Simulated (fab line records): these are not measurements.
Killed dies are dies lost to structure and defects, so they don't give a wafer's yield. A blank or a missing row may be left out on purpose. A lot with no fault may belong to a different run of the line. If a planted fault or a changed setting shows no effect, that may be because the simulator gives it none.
fab line records    flow rit-cmos
[record] lots = 6  wafers = 18  last-day = 6
route steps=202 shown NSD@138 PSD@142 SDANNEAL@153 M1@202
lots that met no fault: from a run of the same line without faults
start-h: the number of hours between the record's first day and the start of the first shown wafer of the lot    wait-h: hours from the lot's prior step to this one    " repeats the value in the row above    L1.1+2: several wafers, shown together as one row    - no value present, or no start provided    * or withheld: withheld    < > ~ a bound
route shown NAME@n: names a module that has steps shown in the file, with the first one's number in the route    usual: mean/standard deviation taken from wafers without a fault    same: alike in all rows    chamber/n: place in a boat    sites: each site's reading    _std_site: the standard deviation of these    _edge_site: the outer-site mean with the inner-site mean subtracted    radius-mm: how far each site lies from the wafer's centre    mask NAME#n: copy n    behind: the tool/chamber that last shaped the wafer    hold: why the lot was held/for how many hours/how that ended    device: names the non-switching transistor (n, p or np)    end of line: the same wafers' tests at the end of the route    for a step that has no rows: nothing shown but its recipe    killed: the dies lost at the first sort to structure and to defects; this is not the yield of the wafer    map: a wafer's dies, x killed, . not, _ none there
set.NAME: the setting the step ran with; set.NAME@STEP: the setting that earlier step ran with    model.NAME: the simulator's own value behind a step, which no gauge read
certain route steps with their lots: each step a table, each wafer a row
services: a tool's chamber out of use, with start hour (start-h, from the record's first day; less than 0 if before it), hours out, and reason
[[steps]]
[step RIT_NSD_HARDBAKE_07]
[recipe] resist = NOVOLAK  temp-c = 140  time-s = 60
[step RIT_NSD_IMPLANT_08]
[recipe] species = P  energy-kev = 25  dose-cm2 = 1e+15  tilt-deg = 7
[step RIT_NSD_STRIP_09]
[recipe] chemistry = O2  time-s = 180  resist = NOVOLAK  platen-temp-c = withheld  power-w = 500  pressure-mtorr = 4000  o2-flow-sccm = 4000
[usual] drypump-motor-current-A = 6.0/0.51
lot.wafer  tool             chamber  start-h  wait-h  drypump-motor-current-A  rf-hours-counter-h
L200.1     plasma-asher-02  1        52.03    0.1     5.7                      38
L200.2     "                0        "        "       5.4                      38
L200.4     "                0        "        "       5.5                      -
L202.4     plasma-asher-01  1        63.76    0.1     6.3                      -
L202.5     "                1        "        "       6.3                      -
L202.6     "                0        "        "       5.3                      -
L203.3     plasma-asher-01  0        67.41    0.1     5.3                      -
L203.4     "                1        "        "       6.3                      -
L203.5     "                0        "        "       5.3                      -
L207.1     plasma-asher-04  1        92.05    0.1     6.7                      31
L207.2     "                0        "        "       6.4                      31
L207.6     "                1        "        "       6.6                      -
L214.3     plasma-asher-02  0        123.02   0.1     5.4                      -
L214.5     "                0        "        "       5.5                      -
L214.6     "                1        "        "       5.7                      -
L216.2     plasma-asher-04  0        133.22   0.1     6.4                      36
L216.4     "                0        "        "       6.4                      -
L216.5     "                0        "        "       6.4                      -
[step RIT_NSD_TW_MEAS_10]
[usual] NSD_TW = 3090/35
lot.wafer  tool           chamber  start-h  wait-h  NSD_TW
L200.1     film-metro-04  -        52.21    0.1     3088
L200.2     "              -        "        "       3096
L200.4     "              -        "        "       3099
L202.4     film-metro-02  -        63.90    0.1     3050
L202.5     "              -        "        "       3068
L202.6     "              -        "        "       3069
L203.3     film-metro-04  -        67.55    0.1     3092
L203.4     "              -        "        "       3084
L203.5     "              -        "        "       3094
L207.1     film-metro-02  -        92.22    0.1     3037
L207.2     "              -        "        "       3024
L207.6     "              -        "        "       3050
L214.3     film-metro-02  -        123.16   0.1     3064
L214.5     "              -        "        "       3072
L214.6     "              -        "        "       3077
L216.2     film-metro-04  -        133.41   0.1     3119
L216.4     "              -        "        "       3138
L216.5     "              -        "        "       3120
[step RIT_PSD_HMDS_00]
[recipe] prime-time-s = 60  prime-temp-c = 140
[step RIT_PSD_COAT_01]
[recipe] resist = NOVOLAK  spin-rpm = 3250  resist-thk-nm = 1000
[step RIT_PSD_SOFTBAKE_02]
[recipe] resist = NOVOLAK  temp-c = 90  time-s = 60
[step RIT_PSD_EXPOSE_03]
[recipe] mask-id = M10  na = 0.57  target-cd-nm = 40900  dose-mj = 250
[step RIT_PSD_PEB_04]
[recipe] resist = NOVOLAK  temp-c = withheld  time-s = withheld
[step RIT_PSD_DEVELOP_05]
[recipe] resist = NOVOLAK  develop-time-s = 50  dev-temp-c = 23
[step RIT_PSD_OVL_MEAS_06]
[usual] PSD_OVL = 0.0/1.6
lot.wafer  tool        chamber  start-h  wait-h  PSD_OVL[nm]
L200.1     overlay-02  -        53.12    -       -0.2
L200.2     "           -        "        "       -1.0
L200.4     "           -        "        "       0.4
L202.4     overlay-01  -        64.92    -       2.8
L202.5     "           -        "        "       0.5
L202.6     "           -        "        "       -0.3
L203.3     overlay-01  -        68.48    -       -1.5
L203.4     "           -        "        "       -1.9
L203.5     "           -        "        "       -3.9
L207.1     overlay-02  -        93.21    -       0.3
L207.2     "           -        "        "       0.1
L207.6     "           -        "        "       0.3
L214.3     overlay-02  -        124.06   -       2.7
L214.5     "           -        "        "       2.1
L214.6     "           -        "        "       3.1
L216.2     overlay-01  -        134.31   -       -0.7
L216.4     "           -        "        "       1.2
L216.5     "           -        "        "       1.5
[step RIT_PSD_HARDBAKE_07]
[recipe] resist = NOVOLAK  temp-c = 140  time-s = 60
[step RIT_PSD_IMPLANT_08]
[recipe] species = BF2  energy-kev = 27  dose-cm2 = 5e+15  tilt-deg = 7
lot.wafer   tool          chamber  start-h  wait-h
L200.1+2+4  implanter-03  0        53.30    0.1
L200.1+2+4  implanter-03  0        53.62    0.3
L202.4+5+6  implanter-03  0        65.17    0.1
L203.3+4+5  implanter-03  0        68.70    0.1
L207.1+2+6  implanter-03  0        93.40    0.1
L207.1+2+6  implanter-03  0        93.71    0.3
L214.3+5+6  implanter-04  0        124.29   0.1
L216.2+4+5  implanter-02  0        134.52   0.1
[step RIT_PSD_STRIP_09]
[recipe] chemistry = O2  time-s = 180  resist = NOVOLAK  platen-temp-c = withheld  power-w = 500  pressure-mtorr = 4000  o2-flow-sccm = 4000
[usual] drypump-motor-current-A = 6.0/0.55
lot.wafer  tool             chamber  start-h  wait-h  drypump-motor-current-A  rf-hours-counter-h
L200.1     plasma-asher-01  0        53.77    0.1     5.3                      40
L200.2     "                1        "        "       6.3                      40
L200.4     "                1        "        "       6.3                      -
L202.4     plasma-asher-01  1        65.30    0.1     6.3                      -
L202.5     "                0        "        "       5.3                      -
L202.6     "                1        "        "       6.3                      -
L203.3     plasma-asher-04  1        68.86    0.1     6.6                      -
L203.4     "                0        "        "       6.4                      -
L203.5     "                0        "        "       6.4                      -
L207.1     plasma-asher-01  1        93.86    0.1     6.3                      44
L207.2     "                0        "        "       5.3                      44
L207.6     "                0        "        "       5.3                      -
L214.3     plasma-asher-01  0        124.44   0.1     5.3                      -
L214.5     "                0        "        "       5.3                      -
L214.6     "                1        "        "       6.3                      -
L216.2     plasma-asher-01  0        134.64   0.1     5.3                      49
L216.4     "                0        "        "       5.3                      -
L216.5     "                1        "        "       6.3                      -
[step RIT_PSD_TW_MEAS_10]
[usual] PSD_TW = 3401/34
lot.wafer  tool           chamber  start-h  wait-h  PSD_TW
L200.1     film-metro-02  -        53.94    0.1     3514
L200.2     "              -        "        "       3488
L200.4     "              -        "        "       3526
L202.4     film-metro-03  -        65.45    0.1     3459
L202.5     "              -        "        "       3474
L202.6     "              -        "        "       3464
L203.3     film-metro-04  -        69.00    0.1     3384
L203.4     "              -        "        "       3400
L203.5     "              -        "        "       3395
L207.1     film-metro-02  -        94.04    0.1     3513
L207.2     "              -        "        "       3506
L207.6     "              -        "        "       3504
L214.3     film-metro-03  -        124.58   0.1     3419
L214.5     "              -        "        "       3435
L214.6     "              -        "        "       3452
L216.2     film-metro-02  -        134.83   0.1     3401
L216.4     "              -        "        "       3386
L216.5     "              -        "        "       3370
[step RIT_SDANNEAL_CLEAN_00]
[recipe] chemistry = SC1  mix = 3:3:50  time-s = 600  temp-c = 75
[step RIT_SDANNEAL_CLEAN_01]
[recipe] chemistry = dHF  dilution = 50:1  time-s = 30
[step RIT_SDANNEAL_CLEAN_02]
[recipe] chemistry = SC2  mix = 3:3:50  time-s = 600  temp-c = 75  dry = n2-spin
[step RIT_SDANNEAL_RTA_03]
[recipe] temp-c = 1050  time-s = 5  idle-temp-c = 600  ramp-up-c-per-s = 342  ramp-down-c-per-s = 171  cool-to-c = 600  ambient = N2
[usual] wafer_temp_C_max = 1053.5/1.1
lot.wafer  tool           chamber  start-h  wait-h  wafer_temp_C_max
L200.1     rtp-anneal-02  0        54.37    0.0     1052.3
L200.2     "              0        "        "       1053.2
L200.4     "              0        "        "       1054.6
L202.4     rtp-anneal-02  0        65.88    0.0     1054.5
L202.5     "              0        "        "       1053.1
L202.6     "              0        "        "       1054.5
L203.3     rtp-anneal-01  0        69.42    0.0     1056.5
L203.4     "              0        "        "       1054.0
L203.5     "              0        "        "       1054.7
L207.1     rtp-anneal-01  0        94.74    0.0     1053.4
L207.2     "              0        "        "       1052.9
L207.6     "              0        "        "       1052.4
L214.3     rtp-anneal-02  0        125.01   0.0     1054.2
L214.5     "              0        "        "       1055.0
L214.6     "              0        "        "       1054.3
L216.2     rtp-anneal-02  0        135.29   0.0     1052.3
L216.4     "              0        "        "       1053.1
L216.5     "              0        "        "       1055.2
[step RIT_SDANNEAL_RS_MEAS_04]
[recipe] thk-meas-gauge = four-point-probe
[usual] PSD_RS = 115.98/0.27
lot.wafer  tool           chamber  start-h  wait-h  PSD_RS[ohm/sq]
L200.1     film-metro-02  -        54.43    0.0     107.37
L200.2     "              -        "        "       107.00
L200.4     "              -        "        "       107.23
L202.4     film-metro-03  -        65.96    0.1     116.07
L202.5     "              -        "        "       116.21
L202.6     "              -        "        "       115.99
L203.3     film-metro-02  -        69.50    0.1     116.01
L203.4     "              -        "        "       116.09
L203.5     "              -        "        "       116.04
L207.1     film-metro-04  -        94.80    0.0     107.92
L207.2     "              -        "        "       108.20
L207.6     "              -        "        "       107.96
L214.3     film-metro-03  -        125.09   0.1     116.64
L214.5     "              -        "        "       116.74
L214.6     "              -        "        "       116.04
L216.2     film-metro-02  -        135.36   0.1     115.84
L216.4     "              -        "        "       115.74
L216.5     "              -        "        "       115.98
[step RIT_SDANNEAL_RS_MEAS_05]
[recipe] thk-meas-gauge = four-point-probe
[usual] NSD_RS = 84.66/0.27
lot.wafer  tool           chamber  start-h  wait-h  NSD_RS[ohm/sq]
L200.1     film-metro-02  -        54.55    0.1     84.44
L200.2     "              -        "        "       84.56
L200.4     "              -        "        "       84.48
L202.4     film-metro-03  -        66.08    0.1     84.01
L202.5     "              -        "        "       84.15
L202.6     "              -        "        "       84.49
L203.3     film-metro-02  -        69.62    0.1     84.93
L203.4     "              -        "        "       84.80
L203.5     "              -        "        "       84.86
L207.1     film-metro-04  -        95.12    0.3     84.63
L207.2     "              -        "        "       84.66
L207.6     "              -        "        "       84.73
L214.3     film-metro-03  -        125.21   0.1     84.65
L214.5     "              -        "        "       84.44
L214.6     "              -        "        "       84.76
L216.2     film-metro-02  -        135.48   0.1     84.57
L216.4     "              -        "        "       84.57
L216.5     "              -        "        "       84.52
[step RIT_M1_PROBE_99]
[usual] killed-at-contacts = 0.1/0.24  killed-at-front-end = 7/3.1  killed-dies = 7/3.1  killed-open = 3.3/2  killed-short = 3.4/2.1
[same] gross-dies = 264  killed_at_M0_to_M3 = 0  killed_at_M4_up = 0  killed-at-back-side = 0  killed-at-other = 0
lot.wafer  tool       chamber  start-h  wait-h  killed-at-contacts  killed-at-front-end  killed-dies  killed-open  killed-short
L200.1     prober-02  -        62.35    0.1     0                   12                   12           7            5
L200.2     prober-02  -        62.40    0.1     0                   11                   11           7            4
L200.4     prober-02  -        62.50    0.2     0                   15                   15           8            7
L202.4     prober-02  -        74.19    0.2     0                   9                    9            4            5
L202.5     prober-02  -        74.24    0.2     0                   11                   11           5            6
L202.6     prober-02  -        74.29    0.2     0                   4                    4            2            2
L203.3     prober-01  -        78.20    0.2     0                   4                    4            1            3
L203.4     prober-01  -        78.25    0.2     0                   4                    4            4            0
L203.5     prober-01  -        78.30    0.2     0                   4                    4            1            3
L207.1     prober-01  -        102.75   0.1     1                   3                    4            2            2
L207.2     prober-01  -        102.80   0.1     0                   2                    2            2            0
L207.6     prober-01  -        103.00   0.2     0                   4                    4            3            1
L214.3     prober-01  -        132.74   0.2     0                   8                    8            3            5
L214.5     prober-01  -        132.84   0.2     0                   8                    8            6            2
L214.6     prober-01  -        132.89   0.2     0                   9                    9            6            3
L216.2     prober-01  -        143.72   0.1     0                   7                    7            6            1
L216.4     prober-01  -        143.82   0.2     0                   4                    4            1            3
L216.5     prober-01  -        143.87   0.2     0                   6                    6            3            3
// killed by level:class
L200.1 GATE:geometric-particle:short=4 GATE:geometric-particle:open=2 SPACER:geometric-particle:open=2 FOX1:geometric-particle:open=1 REOX:geometric-particle:open=1 SILICIDE:geometric-particle:short=1 SILICIDE:geometric-particle:open=1
L200.2 GATE:geometric-particle:open=3 REOX:geometric-particle:open=2 FOX1:geometric-particle:open=1 GATE:geometric-particle:short=1 REOX:geometric-particle:short=1 SPACER:geometric-particle:short=1 SILICIDE:geometric-particle:open=1 SILICIDE:geometric-particle:short=1
L200.4 SILICIDE:geometric-particle:open=4 FOX1:geometric-particle:short=3 GATE:geometric-particle:open=3 GATE:geometric-particle:short=2 FOX1:geometric-particle:open=1 SPACER:geometric-particle:short=1 SILICIDE:geometric-particle:short=1
L202.4 FOX1:geometric-particle:short=2 GATE:geometric-particle:short=2 FOX1:geometric-particle:open=1 FOX2:geometric-particle:open=1 GATE:geometric-particle:open=1 REOX:geometric-particle:short=1 SPACER:geometric-particle:open=1
L202.5 REOX:geometric-particle:short=2 FOX1:geometric-particle:short=1 FOX1:geometric-particle:open=1 FOX2:geometric-particle:short=1 FOX2:geometric-particle:open=1 GATE:geometric-particle:open=1 REOX:geometric-particle:open=1 SPACER:geometric-particle:short=1
L202.6 FOX1:geometric-particle:short=1 GATE:geometric-particle:open=1 GATE:geometric-particle:short=1 REOX:geometric-particle:open=1
L203.3 GATE:geometric-particle:short=2 FOX2:geometric-particle:short=1 FOX2:geometric-particle:open=1
L203.4 SILICIDE:geometric-particle:open=2 FOX1:geometric-particle:open=1 SPACER:geometric-particle:open=1
L203.5 GATE:geometric-particle:short=3 GATE:geometric-particle:open=1
L207.1 FOX1:geometric-particle:open=1 FOX1:geometric-particle:short=1 GATE:geometric-particle:short=1 CONTACT:geometric-particle:open=1
L207.2 GATE:geometric-particle:open=2
L207.6 GATE:geometric-particle:open=2 FOX1:geometric-particle:open=1 REOX:geometric-particle:short=1
L214.3 GATE:geometric-particle:short=3 REOX:geometric-particle:short=2 FOX1:geometric-particle:open=1 GATE:geometric-particle:open=1 SILICIDE:geometric-particle:open=1
L214.5 GATE:geometric-particle:open=4 GATE:geometric-particle:short=2 REOX:geometric-particle:open=2
L214.6 GATE:geometric-particle:open=4 GATE:geometric-particle:short=2 FOX2:geometric-particle:short=1 REOX:geometric-particle:open=1 SPACER:geometric-particle:open=1
L216.2 GATE:geometric-particle:open=2 FOX1:geometric-particle:short=1 FOX1:geometric-particle:open=1 FOX2:geometric-particle:open=1 REOX:geometric-particle:open=1 SILICIDE:geometric-particle:open=1
L216.4 FOX2:geometric-particle:short=1 GATE:geometric-particle:short=1 SPACER:geometric-particle:open=1 SILICIDE:geometric-particle:short=1
L216.5 GATE:geometric-particle:open=2 GATE:geometric-particle:short=1 REOX:geometric-particle:short=1 SPACER:geometric-particle:open=1 SILICIDE:geometric-particle:short=1
[[services]]
tool             chamber  start-h  hours  kind
implanter-02     -        50.03    2.4    repair
implanter-02     -        55.00    3.4    repair
implanter-02     -        81.78    3.4    repair
plasma-asher-04  -        87.09    2.8    pm
implanter-02     -        88.69    4.7    pm
implanter-04     -        96.84    23.2   pm
plasma-asher-02  -        108.75   9.0    pm
plasma-asher-02  0        108.75   9.0    vent-cycle
plasma-asher-02  1        108.75   9.0    vent-cycle
plasma-asher-04  -        114.73   0.3    repair
plasma-asher-04  -        115.27   2.3    repair
implanter-02     -        115.87   0.6    repair
plasma-asher-02  0        117.75   -      clean
plasma-asher-02  1        117.75   -      clean
rtp-anneal-02    -        131.24   2.6    pm
[[key]]
[first-sign] step = RIT_PSD_IMPLANT_08  reading = visit  direction = added
[effect] step = RIT_PSD_TW_MEAS_10  reading = PSD_TW  direction = up  sigmas = 3.1  usual = 3401  struck = 3508
[effect] step = RIT_SDANNEAL_RS_MEAS_04  reading = PSD_RS  direction = down  sigmas = 31  usual = 115.98  struck = 107.61
met-at RIT_PSD_IMPLANT_08
struck-wafers L200.1,L200.2,L200.4,L207.1,L207.2,L207.6
tester-left-out L200,L207
[fault] kind = repeated-step-whole  tool = implanter-02,implanter-03,implanter-04  chamber = -  onset-h = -  steps = RIT_PSD_IMPLANT_08  times = 1  scope = struck-lots-only
// tester-left-out: of these lots the tester's yield and bins aren't shown, on N5 and GAA mostly nor the transistor test; their killed dies are dies lost to structure and defects alone, not to doping, threshold or leakage, so they don't give the yield
